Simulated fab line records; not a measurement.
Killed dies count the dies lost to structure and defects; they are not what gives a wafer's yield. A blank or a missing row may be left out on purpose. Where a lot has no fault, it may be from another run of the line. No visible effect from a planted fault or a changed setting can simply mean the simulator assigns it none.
fab line records	flow berkeleyCmos170
[record] lots = 7	wafers = 21	lastDay = 11
route steps=331 shown V1@260 M2@271
lots that met no fault: taken from a fault-free run of the same line
startH: the number of hours between the record's first day and the start of the first shown wafer of the lot	waitH: hours since the lot's step before	" same as the row above	L1.1+2: a row that stands for several wafers	- no value, or no start was given	* or withheld: withheld	< > ~ a bound
route shown NAME@n: names a module that has steps shown in the file, with the first one's number in the route	usual: mean/standard deviation of fault-free wafers	same: alike in all rows	chamber/n: place in a boat	sites: readings site by site	_std_site: the standard deviation of these	_edge_site: inner sites' mean taken away from outer sites' mean	radiusMm: for every site, how far away it sits from the centre of the wafer	mask NAME#n: copy n	behind: the most recent tool/chamber to have shaped the wafer	hold: why the lot was held/for how many hours/how that ended	device: names the non-switching transistor (n, p or np)	end of line: tests of these same wafers at the route's end	a step without rows: its recipe alone	killed: dies lost to structure and defects at the first sort, not the wafer's yield	map: the dies of a wafer, with x for killed, . for not killed, _ for no die there
set.NAME: setting as actually run; set.NAME@STEP: the setting as run at that earlier step	model.NAME: the simulator's own value behind a step, which no gauge read
lots seen at some steps along the route; tables by step, rows by wafer
services: from which hour (startH, from the record's first day; less than 0 if before it) a tool's chamber was out of use, for how many hours, and why
[[steps]]
[step UCB170_V1_HMDS_06]
[recipe] primeTimeS = 60	primeTempC = 100
[step UCB170_V1_COAT_07]
[recipe] resist = KrF	spinRpm = 1500	resistThkNm = 900
[step UCB170_V1_SOFTBAKE_08]
[recipe] resist = KrF	tempC = 130	timeS = 60
[step UCB170_V1_EXPOSE_09]
[recipe] maskId = VIA1	targetCdNm = 700	na = 0.5	sigmaOuter = 0.6	sourceShape = conventional	doseMj = 37
[step UCB170_V1_PEB_10]
[recipe] pebTempC = 130	pebTimeS = withheld	resist = KrF
[step UCB170_V1_DEVELOP_11]
[recipe] developer = TMAH	developTimeS = 45	resist = KrF	devTempC = 21
[step UCB170_V1_CD_MEAS_12]
[recipe] targetCdNm = 700
[usual] cdNm = 700.1/1.5
lot.wafer	tool	chamber	startH	waitH	cdNm
L155.2	cdSem-01	-	168.61	-	699.5
L155.3	"	-	"	"	701.1
L155.6	"	-	"	"	699.1
L156.2	cdSem-02	-	168.89	-	701.3
L156.3	"	-	"	"	699.7
L156.5	"	-	"	"	699.9
L157.1	cdSem-02	-	175.61	-	701.3
L157.2	"	-	"	"	700.3
L157.5	"	-	"	"	700.3
L160.3	cdSem-01	-	204.51	-	699.2
L160.5	"	-	"	"	697.9
L160.6	"	-	"	"	699.2
L165.1	cdSem-02	-	226.41	-	700.8
L165.2	"	-	"	"	700.2
L165.4	"	-	"	"	700.3
L167.1	cdSem-01	-	237.08	-	701.1
L167.2	"	-	"	"	701.9
L167.4	"	-	"	"	701.6
L171.3	cdSem-02	-	265.51	-	699.4
L171.4	"	-	"	"	699.8
L171.6	"	-	"	"	699.1
[step UCB170_V1_OVL_MEAS_13]
[usual] V1_OVL = -1/5.1
lot.wafer	tool	chamber	startH	waitH	V1_OVL[nm]
L155.2	overlay-01	-	168.72	0.1	-2
L155.3	"	-	"	"	-9
L155.6	"	-	"	"	-5
L156.2	overlay-01	-	168.99	0.1	1
L156.3	"	-	"	"	3
L156.5	"	-	"	"	4
L157.1	overlay-01	-	175.73	0.1	-10
L157.2	"	-	"	"	-3
L157.5	"	-	"	"	-6
L160.3	overlay-01	-	204.60	0.1	0
L160.5	"	-	"	"	2
L160.6	"	-	"	"	0
L165.1	overlay-02	-	226.53	0.1	-6
L165.2	"	-	"	"	-1
L165.4	"	-	"	"	-5
L167.1	overlay-02	-	237.20	0.1	-4
L167.2	"	-	"	"	-1
L167.4	"	-	"	"	-7
L171.3	overlay-02	-	265.60	0.1	-4
L171.4	"	-	"	"	-2
L171.6	"	-	"	"	-9
[step UCB170_V1_ETCH_14]
[recipe] chemistry = CHF3/CF4/Ar	target = SiO2	stopOn = Al	CHF3_flow_sccm = 45	cf4FlowSccm = 15	Ar_flow_sccm = 150	pressureMtorr = 200	rfW = 700	targetDepthA = 12500	overEtchFrac = 0.25	timeS = 291
[usual] drypumpMotorCurrentA = 6.1/0.47	oesProductAu = 0.869/0.015	throttleValvePct = 6.97/0.11
lot.wafer	tool	chamber	startH	waitH	drypumpMotorCurrentA	oesProductAu	rfHoursCounterH	throttleValvePct
L155.2	rieDiel-03	2	168.75	0.0	6.6	0.854	99	7.09
L155.3	"	3	"	"	5.7	0.874	93	6.88
L155.6	"	0	"	"	6.7	0.860	-	6.98
L156.2	rieDiel-03	3	169.02	0.0	5.7	0.880	93	6.87
L156.3	"	1	"	"	5.8	0.849	105	6.99
L156.5	"	1	"	"	5.8	0.848	-	7.01
L157.1	rieDiel-01	0	175.77	0.0	5.7	0.864	16	7.12
L157.2	"	1	"	"	6.0	0.885	3	7.02
L157.5	"	3	"	"	6.5	0.865	-	7.00
L160.3	rieDiel-03	1	204.63	0.0	5.8	0.845	107	7.00
L160.5	"	0	"	"	6.7	0.854	-	6.97
L160.6	"	3	"	"	5.7	0.882	-	6.87
L165.1	rieDiel-03	3	226.57	0.0	5.7	0.873	95	6.87
L165.2	"	0	"	"	6.7	0.855	78	6.99
L165.4	"	2	"	"	6.6	0.853	101	7.11
L167.1	rieDiel-04	1	237.23	0.0	6.1	0.865	76	6.90
L167.2	"	0	"	"	6.1	0.857	135	6.81
L167.4	"	1	"	"	6.1	0.857	-	6.92
L171.3	rieDiel-04	1	265.62	0.0	6.1	0.869	78	6.89
L171.4	"	0	"	"	6.1	0.895	0	6.83
L171.6	"	3	"	"	6.5	0.873	-	7.14
[step UCB170_V1_STRIP_15]
[recipe] chemistry = O2	powerW = 400	pressureMtorr = 3500	platenTempC = withheld	o2FlowSccm = 400	overashFraction = 0.5
[usual] drypumpMotorCurrentA = 5.51/0.11	oesProductAu = 0.721/0.0044	stripTimeToEndpointS = 15.29/0.12
lot.wafer	tool	chamber	startH	waitH	drypumpMotorCurrentA	oesProductAu	rfHoursCounterH	stripTimeToEndpointS
L155.2	plasmaAsher-02	0	168.93	0.1	5.56	0.730	40	15.48
L155.3	"	0	"	"	5.62	0.720	-	15.40
L155.6	"	1	"	"	5.50	0.729	-	15.43
L156.2	plasmaAsher-03	1	169.20	0.1	5.70	0.722	6	15.15
L156.3	"	1	"	"	5.71	0.720	-	15.22
L156.5	"	0	"	"	5.45	0.715	-	15.28
L157.1	plasmaAsher-02	1	175.95	0.1	5.50	0.723	42	15.47
L157.2	"	0	"	"	5.54	0.717	42	15.34
L157.5	"	0	"	"	5.54	0.725	-	15.27
L160.3	plasmaAsher-01	1	204.84	0.1	5.38	0.725	-	15.43
L160.5	"	0	"	"	5.49	0.721	-	15.41
L160.6	"	1	"	"	5.38	0.721	-	15.39
L165.1	plasmaAsher-02	0	226.75	0.1	5.55	0.722	47	15.32
L165.2	"	1	"	"	5.53	0.718	47	15.29
L165.4	"	1	"	"	5.54	0.725	-	15.36
L167.1	plasmaAsher-01	1	237.41	0.1	5.38	0.720	52	15.28
L167.2	"	0	"	"	5.45	0.727	52	15.15
L167.4	"	1	"	"	5.34	0.720	-	15.33
L171.3	plasmaAsher-03	0	265.84	0.1	5.41	0.721	-	15.41
L171.4	"	1	"	"	5.74	0.712	-	15.42
L171.6	"	0	"	"	5.43	0.725	-	15.34
[step UCB170_V1_CD_MEAS_90]
[recipe] targetCdNm = 700
[usual] cdNm = 700.3/1.7
lot.wafer	tool	chamber	startH	waitH	cdNm
L155.2	cdSem-02	-	169.05	0.1	699.3
L155.3	"	-	"	"	699.4
L155.6	"	-	"	"	698.6
L156.2	cdSem-02	-	169.32	0.1	701.0
L156.3	"	-	"	"	698.9
L156.5	"	-	"	"	698.9
L157.1	cdSem-01	-	176.05	0.1	700.7
L157.2	"	-	"	"	699.6
L157.5	"	-	"	"	699.8
L160.3	cdSem-01	-	204.99	0.1	699.1
L160.5	"	-	"	"	698.2
L160.6	"	-	"	"	699.4
L165.1	cdSem-02	-	226.85	0.1	699.5
L165.2	"	-	"	"	700.6
L165.4	"	-	"	"	699.4
L167.1	cdSem-01	-	237.51	0.1	700.7
L167.2	"	-	"	"	703.5
L167.4	"	-	"	"	700.6
L171.3	cdSem-02	-	265.94	0.1	698.2
L171.4	"	-	"	"	698.9
L171.6	"	-	"	"	699.5
[step UCB170_M2_PRE_CLEAN_00]
[recipe] gas = Ar	precleanEtchTimeS = 60
[step UCB170_M2_SPUTTER_01]
[recipe] material = Al	targetThkNm = 900	timeS = 120	powerW = 6000	chamberPressurePa = 0.5
[usual] cathodeDcPowerW = 6000.0/1.2	chamberPressurePa = 0.5000/0.00095	throttleValvePct = 29.7/0.6
lot.wafer	tool	chamber	startH	waitH	cathodeDcPowerW	chamberPressurePa	throttleValvePct	model.Al_of_M2_SPUTTER_01.thkNm
L155.2	pvdSputter-01	-	169.21	0.0	5999.8	0.4983	28.8	1172
L155.3	"	-	"	"	5999.9	0.5009	29.3	1170
L155.6	"	-	"	"	5998.0	0.4978	29.0	1176
L156.2	pvdSputter-01	-	169.49	0.0	6001.9	0.5010	30.4	1149
L156.3	"	-	"	"	6001.5	0.4996	29.3	1149
L156.5	"	-	"	"	5999.7	0.5000	30.7	1142
L157.1	pvdSputter-02	-	176.23	0.0	5999.5	0.5006	30.7	890.1
L157.2	"	-	"	"	6000.6	0.5008	28.9	878.7
L157.5	"	-	"	"	6000.7	0.5011	28.9	881
L160.3	pvdSputter-01	-	205.14	0.0	6000.8	0.5008	29.1	1173
L160.5	"	-	"	"	5999.8	0.4996	29.5	1153
L160.6	"	-	"	"	6000.8	0.5014	28.8	1172
L165.1	pvdSputter-02	-	227.04	0.0	5999.5	0.4993	29.3	884.6
L165.2	"	-	"	"	6000.3	0.5006	30.9	901.8
L165.4	"	-	"	"	6000.6	0.5006	28.9	899.1
L167.1	pvdSputter-04	-	237.70	0.0	5998.3	0.4997	29.0	905
L167.2	"	-	"	"	6001.0	0.4992	30.0	905.1
L167.4	"	-	"	"	6001.7	0.5002	30.4	895.6
L171.3	pvdSputter-01	-	266.09	0.0	5999.2	0.5006	29.7	881.8
L171.4	"	-	"	"	6000.7	0.4975	30.6	899.2
L171.6	"	-	"	"	5997.5	0.4998	29.7	892.7
[step UCB170_M2_RS_MEAS_02]
[recipe] thkMeasGauge = four-point-probe	reads = Al_of_M2_SPUTTER_01
[usual] M2_AL_RS = 0.0324/0.00036
lot.wafer	tool	chamber	startH	waitH	M2_AL_RS[ohm/sq]
L155.2	filmMetro-02	-	169.32	0.1	0.0245
L155.3	"	-	"	"	0.0246
L155.6	"	-	"	"	0.0245
L156.2	filmMetro-02	-	169.59	0.1	0.0250
L156.3	"	-	"	"	0.0251
L156.5	"	-	"	"	0.0252
L157.1	filmMetro-04	-	176.32	0.0	0.0325
L157.2	"	-	"	"	0.0330
L157.5	"	-	"	"	0.0329
L160.3	filmMetro-04	-	205.26	0.1	0.0246
L160.5	"	-	"	"	0.0251
L160.6	"	-	"	"	0.0246
L165.1	filmMetro-04	-	227.12	0.0	0.0327
L165.2	"	-	"	"	0.0321
L165.4	"	-	"	"	0.0322
L167.1	filmMetro-04	-	237.78	0.0	0.0320
L167.2	"	-	"	"	0.0319
L167.4	"	-	"	"	0.0323
L171.3	filmMetro-03	-	266.21	0.1	0.0328
L171.4	"	-	"	"	0.0322
L171.6	"	-	"	"	0.0324
[step UCB170_M2_THK_MEAS_03]
[recipe] thkMeasGauge = xrf	reads = Al_of_M2_SPUTTER_01
[usual] M2_AL_THK = 885/10
lot.wafer	tool	chamber	startH	waitH	M2_AL_THK[nm]
L155.2	filmMetro-02	-	169.43	0.1	1169
L155.3	"	-	"	"	1162
L155.6	"	-	"	"	1166
L156.2	filmMetro-02	-	169.70	0.1	1139
L156.3	"	-	"	"	1138
L156.5	"	-	"	"	1132
L157.1	filmMetro-04	-	176.44	0.1	881
L157.2	"	-	"	"	870
L157.5	"	-	"	"	877
L160.3	filmMetro-04	-	205.36	0.1	1155
L160.5	"	-	"	"	1140
L160.6	"	-	"	"	1159
L165.1	filmMetro-04	-	227.24	0.1	870
L165.2	"	-	"	"	894
L165.4	"	-	"	"	889
L167.1	filmMetro-04	-	237.90	0.1	890
L167.2	"	-	"	"	895
L167.4	"	-	"	"	886
L171.3	filmMetro-03	-	266.31	0.1	875
L171.4	"	-	"	"	890
L171.6	"	-	"	"	886
[step UCB170_M2_HMDS_04]
[recipe] primeTimeS = 60	primeTempC = 100
[step UCB170_M2_COAT_05]
[recipe] resist = KrF	spinRpm = 1500	resistThkNm = 900
[step UCB170_M2_SOFTBAKE_06]
[recipe] resist = KrF	tempC = 130	timeS = 60
[step UCB170_M2_STRIP_07]
[recipe] chemistry = O2	powerW = 400	pressureMtorr = 3500	platenTempC = withheld	o2FlowSccm = 400	overashFraction = 0.5
[usual] drypumpMotorCurrentA = 5.56/0.27	oesProductAu = 0.735/0.0048	stripTimeToEndpointS = 21.95/0.057
lot.wafer	tool	chamber	startH	waitH	drypumpMotorCurrentA	oesProductAu	rfHoursCounterH	stripTimeToEndpointS
L155.2	plasmaAsher-04	0	169.93	0.1	6.02	0.734	52	21.99
L155.3	"	1	"	"	5.22	0.739	-	22.00
L155.6	"	1	"	"	5.22	0.734	-	22.00
L156.2	plasmaAsher-04	0	170.20	0.1	6.03	0.729	52	21.88
L156.3	"	1	"	"	5.24	0.738	-	21.92
L156.5	"	0	"	"	6.03	0.736	-	21.83
L157.1	plasmaAsher-04	1	176.99	0.1	5.23	0.732	53	22.02
L157.2	"	0	"	"	6.05	0.728	53	21.98
L157.5	"	1	"	"	5.24	0.740	-	21.98
L160.3	plasmaAsher-01	1	206.01	0.1	5.37	0.739	-	21.95
L160.5	"	0	"	"	5.48	0.738	-	22.01
L160.6	"	1	"	"	5.37	0.737	-	21.98
L165.1	plasmaAsher-04	0	228.22	0.1	6.01	0.736	58	21.95
L165.2	"	1	"	"	5.24	0.732	58	21.96
L165.4	"	0	"	"	6.00	0.733	-	21.92
L167.1	plasmaAsher-04	0	238.41	0.1	6.05	0.733	59	21.93
L167.2	"	1	"	"	5.23	0.731	59	21.91
L167.4	"	1	"	"	5.22	0.738	-	21.93
L171.3	plasmaAsher-02	1	266.84	0.1	5.52	0.737	-	22.01
L171.4	"	0	"	"	5.59	0.730	-	21.98
L171.6	"	0	"	"	5.58	0.736	-	22.03
[step UCB170_M2_STRIP_08]
[recipe] chemistry = DMSO	tempC = 80	timeS = 600	material = KrF
[step UCB170_M2_COAT_09]
[recipe] resist = BARC	tempC = withheld	timeS = withheld	spinRpm = 3000	resistThkNm = withheld
[step UCB170_M2_COAT_10]
[recipe] resist = KrF	spinRpm = 1500	resistThkNm = 900
[step UCB170_M2_SOFTBAKE_11]
[recipe] resist = KrF	tempC = 130	timeS = 60
[step UCB170_M2_EXPOSE_12]
[recipe] maskId = METAL2	targetCdNm = 700	na = 0.5	sigmaOuter = 0.6	sourceShape = conventional	doseMj = 26
[step UCB170_M2_PEB_13]
[recipe] pebTempC = 130	pebTimeS = withheld	resist = KrF
[step UCB170_M2_DEVELOP_14]
[recipe] developer = TMAH	developTimeS = 45	resist = KrF	devTempC = 21
[step UCB170_M2_CD_MEAS_15]
[recipe] targetCdNm = 700
[usual] cdNm = 700.1/1.6
lot.wafer	tool	chamber	startH	waitH	cdNm
L155.2	cdSem-02	-	171.57	-	699.1
L155.3	"	-	"	"	699.1
L155.6	"	-	"	"	699.5
L156.2	cdSem-02	-	171.89	-	699.2
L156.3	"	-	"	"	699.6
L156.5	"	-	"	"	700.0
L157.1	cdSem-02	-	178.81	-	700.9
L157.2	"	-	"	"	698.9
L157.5	"	-	"	"	699.3
L160.3	cdSem-01	-	207.61	-	702.5
L160.5	"	-	"	"	701.7
L160.6	"	-	"	"	703.7
L165.1	cdSem-02	-	229.77	-	702.3
L165.2	"	-	"	"	703.7
L165.4	"	-	"	"	702.8
L167.1	cdSem-02	-	240.20	-	702.6
L167.2	"	-	"	"	702.6
L167.4	"	-	"	"	702.3
L171.3	cdSem-01	-	268.86	-	697.8
L171.4	"	-	"	"	698.6
L171.6	"	-	"	"	698.1
[step UCB170_M2_OVL_MEAS_16]
[usual] M2_OVL = 2/4.7
lot.wafer	tool	chamber	startH	waitH	M2_OVL[nm]
L155.2	overlay-02	-	171.68	0.1	-3
L155.3	"	-	"	"	-1
L155.6	"	-	"	"	-5
L156.2	overlay-02	-	172.00	0.1	5
L156.3	"	-	"	"	6
L156.5	"	-	"	"	0
L157.1	overlay-02	-	178.93	0.1	1
L157.2	"	-	"	"	1
L157.5	"	-	"	"	-3
L160.3	overlay-01	-	207.70	0.1	4
L160.5	"	-	"	"	3
L160.6	"	-	"	"	2
L165.1	overlay-01	-	229.89	0.1	0
L165.2	"	-	"	"	-8
L165.4	"	-	"	"	-2
L167.1	overlay-01	-	240.32	0.1	2
L167.2	"	-	"	"	-3
L167.4	"	-	"	"	-3
L171.3	overlay-02	-	268.95	0.1	-3
L171.4	"	-	"	"	-2
L171.6	"	-	"	"	4
[step UCB170_M2_ETCH_17]
[recipe] chemistry = N2/H2	targetDepthA = withheld	overetchA = withheld	target = BARC	timeS = withheld	sourceW = 500	biasW = 100	pressureMtorr = 30	n2FlowSccm = 100	h2FlowSccm = 200
[usual] drypumpMotorCurrentA = 5.8/0.48	n2FlowSccm = 99.99/0.27	oesProductAu = 1.00/0.031	throttleValvePct = 13.39/0.22
lot.wafer	tool	chamber	startH	waitH	drypumpMotorCurrentA	n2FlowSccm	oesProductAu	throttleValvePct
L155.2	rieDiel-03	2	171.71	0.0	6.6	99.66	0.97	13.55
L155.3	"	1	"	"	5.8	99.63	0.96	13.57
L155.6	"	3	"	"	5.7	99.63	1.01	13.25
L156.2	rieDiel-01	0	172.03	0.0	5.7	100.14	0.95	13.48
L156.3	"	3	"	"	6.5	99.91	1.01	13.53
L156.5	"	1	"	"	6.0	99.90	1.05	13.43
L157.1	rieDiel-03	2	178.97	0.0	6.6	100.29	0.97	13.55
L157.2	"	1	"	"	5.8	99.91	0.97	13.58
L157.5	"	1	"	"	5.8	100.07	0.97	13.57
L160.3	rieDiel-02	3	207.75	0.0	5.8	99.95	0.99	13.52
L160.5	"	0	"	"	5.5	99.83	1.02	13.69
L160.6	"	3	"	"	5.8	100.20	0.99	13.50
L165.1	rieDiel-03	3	229.92	0.0	5.7	100.10	1.02	13.26
L165.2	"	2	"	"	6.6	99.98	0.96	13.54
L165.4	"	0	"	"	6.7	99.68	0.98	13.42
L167.1	rieDiel-01	2	240.35	0.0	5.1	100.04	1.05	13.15
L167.2	"	0	"	"	5.7	99.60	0.96	13.50
L167.4	"	3	"	"	6.5	100.11	1.00	13.53
L171.3	rieDiel-03	1	268.98	0.0	5.8	100.09	0.96	13.57
L171.4	"	0	"	"	6.7	99.72	0.98	13.44
L171.6	"	2	"	"	6.6	99.84	0.96	13.55
[step UCB170_M2_METAL_ETCH_18]
[recipe] chemistry = Cl2/BCl3	target = Al	stopOn = SiO2	pressureMtorr = 12	targetDepthA = 11700	overEtchFrac = 0.3	timeS = 195	icpW = 600	biasW = 120	Cl2_flow_sccm = 90	bcl3FlowSccm = 45
[usual] bcl3FlowSccm = 45.02/0.13	drypumpMotorCurrentA = 5.6/0.38	oesProductAu = 0.853/0.0076	throttleValvePct = 24.39/0.13
lot.wafer	tool	chamber	startH	waitH	bcl3FlowSccm	drypumpMotorCurrentA	oesProductAu	rfHoursCounterH	throttleValvePct
L155.2	rieMetal-04	0	171.75	-	45.04	5.8	0.984	8	24.41
L155.3	"	0	"	"	44.94	5.7	0.998	-	24.40
L155.6	"	0	"	"	44.91	5.7	0.995	-	24.42
L156.2	rieMetal-02	0	172.07	-	44.97	4.8	0.996	11	24.34
L156.3	"	1	"	"	45.03	5.6	0.984	-	24.42
L156.5	"	1	"	"	44.77	5.6	0.984	-	24.42
L157.1	rieMetal-02	0	179.01	-	45.00	4.8	0.860	11	24.41
L157.2	"	1	"	"	44.99	5.6	0.847	8	24.50
L157.5	"	0	"	"	45.02	4.8	0.858	-	24.41
L160.3	rieMetal-04	0	207.85	-	45.10	5.7	0.994	-	24.41
L160.5	"	1	"	"	45.13	5.7	0.977	-	24.42
L160.6	"	0	"	"	44.84	5.7	0.983	-	24.39
L165.1	rieMetal-03	0	229.96	-	44.87	5.5	0.837	12	24.20
L165.2	"	1	"	"	45.02	6.2	0.851	2	24.22
L165.4	"	0	"	"	44.91	5.4	0.858	-	24.20
L167.1	rieMetal-03	0	240.39	-	45.11	5.4	0.864	13	24.19
L167.2	"	1	"	"	44.70	6.1	0.861	3	24.17
L167.4	"	1	"	"	45.02	6.1	0.848	-	24.21
L171.3	rieMetal-03	1	269.08	-	44.94	6.1	0.845	-	24.22
L171.4	"	0	"	"	45.23	5.5	0.863	-	24.19
L171.6	"	1	"	"	44.90	6.1	0.849	-	24.21
[step UCB170_M2_STRIP_19]
[recipe] chemistry = O2	powerW = 400	pressureMtorr = 3500	platenTempC = withheld	o2FlowSccm = 400	overashFraction = 0.5
[usual] drypumpMotorCurrentA = 5.55/0.27	oesProductAu = 0.547/0.023
lot.wafer	tool	chamber	startH	waitH	drypumpMotorCurrentA	oesProductAu	rfHoursCounterH
L155.2	plasmaAsher-04	0	171.94	0.1	6.01	0.543	52
L155.3	"	1	"	"	5.24	0.551	-
L155.6	"	1	"	"	5.23	0.543	-
L156.2	plasmaAsher-04	0	172.26	0.1	6.02	0.533	52
L156.3	"	0	"	"	6.06	0.517	-
L156.5	"	1	"	"	5.24	0.514	-
L157.1	plasmaAsher-01	0	179.20	0.1	5.52	0.520	46
L157.2	"	1	"	"	5.37	0.518	46
L157.5	"	0	"	"	5.48	0.528	-
L160.3	plasmaAsher-01	1	208.01	0.1	5.39	0.544	-
L160.5	"	0	"	"	5.47	0.577	-
L160.6	"	1	"	"	5.38	0.551	-
L165.1	plasmaAsher-04	1	230.15	0.1	5.23	0.552	59
L165.2	"	0	"	"	6.03	0.577	59
L165.4	"	1	"	"	5.24	0.545	-
L167.1	plasmaAsher-01	0	240.58	0.1	5.49	0.553	52
L167.2	"	1	"	"	5.39	0.588	52
L167.4	"	1	"	"	5.39	0.593	-
L171.3	plasmaAsher-01	1	269.24	0.1	5.39	0.569	-
L171.4	"	0	"	"	5.47	0.541	-
L171.6	"	0	"	"	5.42	0.565	-
[[services]]
tool	chamber	startH	hours	kind
rieMetal-02	-	152.13	0.6	repair
plasmaAsher-03	-	161.00	4.3	pm
pvdSputter-02	-	163.29	8.2	repair
rieMetal-04	-	166.00	1.3	repair
plasmaAsher-01	-	168.90	10.0	pm
rieDiel-04	2	190.40	9.5	repair
plasmaAsher-03	-	192.07	1.9	repair
plasmaAsher-02	-	205.49	1.3	repair
rieDiel-02	1	205.79	10.0	repair
rieDiel-02	2	206.95	8.6	repair
rieMetal-02	0	207.64	-	clean
rieMetal-02	0	207.64	12.8	scheduledDown
rieMetal-02	0	207.64	12.8	ventCycle
pvdSputter-01	-	226.87	0.7	repair
rieDiel-01	0	228.09	6.7	repair
pvdSputter-02	-	229.64	12.9	repair
rieDiel-02	0	235.37	4.8	repair
rieDiel-01	-	240.44	1.0	repair
rieMetal-02	-	252.43	1.8	repair
rieDiel-02	1	253.60	7.4	repair
pvdSputter-02	-	262.56	5.8	repair
plasmaAsher-01	-	264.52	3.0	repair
plasmaAsher-01	-	267.10	2.1	repair
rieDiel-04	2	267.39	3.8	repair
[[key]]
[firstSign] step = UCB170_M2_RS_MEAS_02	reading = M2_AL_RS	direction = down	sigmas = 21	usual = 0.0324	struck = 0.0248
[effect] step = UCB170_M2_THK_MEAS_03	reading = M2_AL_THK	direction = up	sigmas = 26	usual = 885	struck = 1151
[effect] step = UCB170_M2_METAL_ETCH_18	reading = oesProductAu	direction = up	sigmas = 18	usual = 0.853	struck = 0.988
[modelEffect] step = UCB170_M2_SPUTTER_01	value = Al_of_M2_SPUTTER_01.thkNm	without = 895.2	struck = 1162
metAt UCB170_M2_SPUTTER_01
struckWafers L155.2,L155.3,L155.6,L156.2,L156.3,L156.5,L160.3,L160.5,L160.6
laterRowsLeftOut L155.2,L155.6,L160.3,L160.5,L160.6
sortLeftOut L155.2,L155.3,L155.6,L156.2,L156.3,L156.5,L160.3,L160.5,L160.6
[fault] kind = processParameterDrift	tool = pvdSputter-01	chamber = -	onsetH = 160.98	steps = UCB170_M2_SPUTTER_01	channel = targetThkNm	offset = 266.59	shape = step	endH = 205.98	actsIn = theseRecipesOnly	stated = 900
// sortLeftOut: the simulated sort isn't trusted on such a fault, so these wafers' sort isn't shown, and their yield isn't known
// laterRowsLeftOut: the simulator's readings of these wafers behind a module that went badly wrong aren't trusted and aren't shown, but for the sort
